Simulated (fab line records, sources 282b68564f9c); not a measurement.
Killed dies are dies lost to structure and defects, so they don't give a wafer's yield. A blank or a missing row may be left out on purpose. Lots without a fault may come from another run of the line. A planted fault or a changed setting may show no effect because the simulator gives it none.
Tool commonality check | flow rit_cmos | 15 lots, 45 wafers sampled

WHY IT WAS OPENED
At RIT_M1_RS_MEAS_01 the reading M1_AL_RS is flagged on 3 of 15 lots. Wafers without a fault read 0.0734 ohm/sq, standard deviation 0.00075.
Rule: a lot is flagged when every wafer of it that has a number lies more than 4 standard deviations from that mean, or none has a number. The other lots count as sound.

lot  | measured    | on            | M1_AL_RS (ohm/sq), wafer by wafer | flag
L493 | day 3 04:31 | film_metro-02 | 0.0729 0.0733 0.0733              |
L494 | day 3 09:25 | film_metro-03 | 0.0736 0.0740 0.0736              |
L495 | day 3 15:49 | film_metro-03 | 0.0728 0.0731 0.0728              |
L496 | day 3 20:52 | film_metro-02 | 0.0736 0.0732 0.0731              |
L498 | day 4 07:12 | film_metro-01 | 0.0733 0.0744 0.0736              |
L500 | day 4 16:44 | film_metro-02 | 0.0656 0.0659 0.0658              | FLAGGED
L502 | day 5 02:38 | film_metro-01 | 0.0657 0.0656 0.0656              | FLAGGED
L504 | day 5 11:49 | film_metro-01 | 0.0660 0.0659 0.0661              | FLAGGED
L509 | day 6 13:12 | film_metro-01 | 0.0727 0.0730 0.0731              |
L510 | day 6 18:34 | film_metro-03 | 0.0733 0.0727 0.0717              |
L512 | day 7 09:53 | film_metro-01 | 0.0731 0.0736 0.0733              |
L513 | day 7 15:19 | film_metro-03 | 0.0739 0.0738 0.0734              |
L514 | day 7 17:44 | film_metro-02 | 0.0731 0.0729 0.0734              |
L515 | day 7 20:26 | film_metro-01 | 0.0738 0.0749 0.0741              |
L516 | day 8 02:37 | film_metro-02 | 0.0727 0.0726 0.0725              |
The numbers of the flagged lots are 0.0658 ohm/sq on average: -0.0076 ohm/sq against the usual, or -10 standard deviations.

WHICH TOOL RAN EACH LOT
The record holds 1 process step before the reading, out of a route of 202 steps. In each cell: the tool, then ch and the chambers that the sampled wafers went through, then the start.
lot  | flag    | RIT_M1_SPUTTER_00
L493 |         | pvd_sputter-04, day 3 04:13
L494 |         | pvd_sputter-04, day 3 09:05
L495 |         | pvd_sputter-03, day 3 15:32
L496 |         | pvd_sputter-04, day 3 20:34
L498 |         | pvd_sputter-03, day 4 06:52
L500 | FLAGGED | pvd_sputter-04, day 4 16:24
L502 | FLAGGED | pvd_sputter-04, day 5 02:20
L504 | FLAGGED | pvd_sputter-04, day 5 11:31
L509 |         | pvd_sputter-01, day 6 12:53
L510 |         | pvd_sputter-03, day 6 18:16
L512 |         | pvd_sputter-03, day 7 09:36
L513 |         | pvd_sputter-04, day 7 14:59
L514 |         | pvd_sputter-01, day 7 17:25
L515 |         | pvd_sputter-04, day 7 20:09
L516 |         | pvd_sputter-03, day 8 02:18
What these steps do:
- RIT_M1_SPUTTER_00: material Al, target thk 400 nm, time 500 s.
- RIT_M1_RS_MEAS_01: measures by four-point-probe.

FLAGGED OVER TOTAL, TOOL BY TOOL (the gauges that took the reading come last)
step              | tool           | lots run | flagged | share of the flagged lots | sound lots run after its first flagged lot
RIT_M1_SPUTTER_00 | pvd_sputter-01 | 2        | 0       | none                      | -
RIT_M1_SPUTTER_00 | pvd_sputter-03 | 5        | 0       | none                      | -
RIT_M1_SPUTTER_00 | pvd_sputter-04 | 8        | 3       | all                       | 2 (L513,L515)
RIT_M1_RS_MEAS_01 | film_metro-01  | 6        | 2       | some                      | 3 (L509,L512,L515)
RIT_M1_RS_MEAS_01 | film_metro-02  | 5        | 1       | some                      | 2 (L514,L516)
RIT_M1_RS_MEAS_01 | film_metro-03  | 4        | 0       | none                      | -

WHAT THE TABLE ALLOWS
1 row of the table ran every flagged lot: pvd_sputter-04 at RIT_M1_SPUTTER_00.
- pvd_sputter-04 at RIT_M1_SPUTTER_00: 3 of its 8 lots flagged. Sound lots ran on it after the first flagged one (L513, L515), which a lasting fault on the whole tool wouldn't allow.
No row of the table ran every flagged lot and no sound lot after the first.

WHAT THE SIMULATOR HAD PUT IN
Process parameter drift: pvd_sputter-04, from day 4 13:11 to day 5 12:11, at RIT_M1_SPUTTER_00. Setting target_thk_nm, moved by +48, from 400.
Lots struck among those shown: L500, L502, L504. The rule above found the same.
